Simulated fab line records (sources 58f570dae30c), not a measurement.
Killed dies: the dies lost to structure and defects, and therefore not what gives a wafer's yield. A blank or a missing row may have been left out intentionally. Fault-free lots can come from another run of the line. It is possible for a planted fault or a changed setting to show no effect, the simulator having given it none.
Split-lot trial -- flow berkeley_cmos170 -- 23 wafers read across 5 lots, on a route 331 steps long

## THE SPLIT ITSELF
At UCB170_START_OXIDATION_02 (target thk 20 nm, ox time 1800 s), the setting temp_c was moved away from the recipe's 950 C on 15 of the 23 wafers read, by -2.6% to +2.0%. The other wafers ran this setting at the recipe's value.

There is no step in the file separating the split from the reading.

## THE READING
At UCB170_START_THK_MEAS_03: START_OXIDE_THK, given in nm. A value of 20.19 nm with a standard deviation of 0.26 nm is what fault-free wafers of this fab line usually give.

wafer,"tool, chamber at the split","temp_c as run, C",against the recipe,"START_OXIDE_THK, nm",against lot-mates on the recipe
L074.1,"-, -",950,recipe,20.45,-
L074.2,"-, -",950,recipe,19.80,-
L074.3,"-, -",950,recipe,20.12,-
L074.4,"-, -",950,recipe,20.00,-
L074.5,"-, -",950,recipe,20.22,-
L076.1,"furnace-04, 0",950,recipe,20.30,-
L076.2,"furnace-04, 0",950,recipe,20.05,-
L076.6,"furnace-04, 0",950,recipe,20.14,-
L080.1,"-, -",942.6,-0.8%,18.44,no lot-mate on the recipe
L080.2,"-, -",942.6,-0.8%,18.66,no lot-mate on the recipe
L080.4,"-, -",942.6,-0.8%,18.53,no lot-mate on the recipe
L080.5,"-, -",942.6,-0.8%,18.59,no lot-mate on the recipe
L080.6,"-, -",942.6,-0.8%,18.61,no lot-mate on the recipe
L082.2,"-, -",925.1,-2.6%,15.17,no lot-mate on the recipe
L082.3,"-, -",925.1,-2.6%,15.43,no lot-mate on the recipe
L082.4,"-, -",925.1,-2.6%,15.09,no lot-mate on the recipe
L082.5,"-, -",925.1,-2.6%,15.43,no lot-mate on the recipe
L082.6,"-, -",925.1,-2.6%,15.36,no lot-mate on the recipe
L085.1,"-, -",969.2,+2.0%,24.35,no lot-mate on the recipe
L085.2,"-, -",969.2,+2.0%,24.10,no lot-mate on the recipe
L085.4,"-, -",969.2,+2.0%,24.67,no lot-mate on the recipe
L085.5,"-, -",969.2,+2.0%,24.61,no lot-mate on the recipe
L085.6,"-, -",969.2,+2.0%,24.33,no lot-mate on the recipe

FIT RESULTS
A straight line over all 23 wafers: START_OXIDE_THK changes by +1.97 nm for each +1% of temp_c; r = +1.00; the points scatter about the line by 0.24 nm.
Too few moved wafers have a lot-mate on the recipe to fit a line with each lot's own level taken away.

## THE WHOLE CHAIN: every reading that the file lists as answering this split, in the file's order
step,what it does,reading,change (the file's fit),r (the file's)
UCB170_START_OXIDATION_02,"target thk 20 nm, ox time 1800 s","SiO2_of_START_OXIDATION_02.thk_nm (the simulator's own value, which no gauge read)",+1.96 nm for each +1% of the setting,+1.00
UCB170_START_THK_MEAS_03,,START_OXIDE_THK,+1.97 for each +1% of the setting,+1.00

## FILE'S OWN FIT
START_OXIDE_THK changes by +1.97 nm for each +1% of temp_c, r = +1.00.
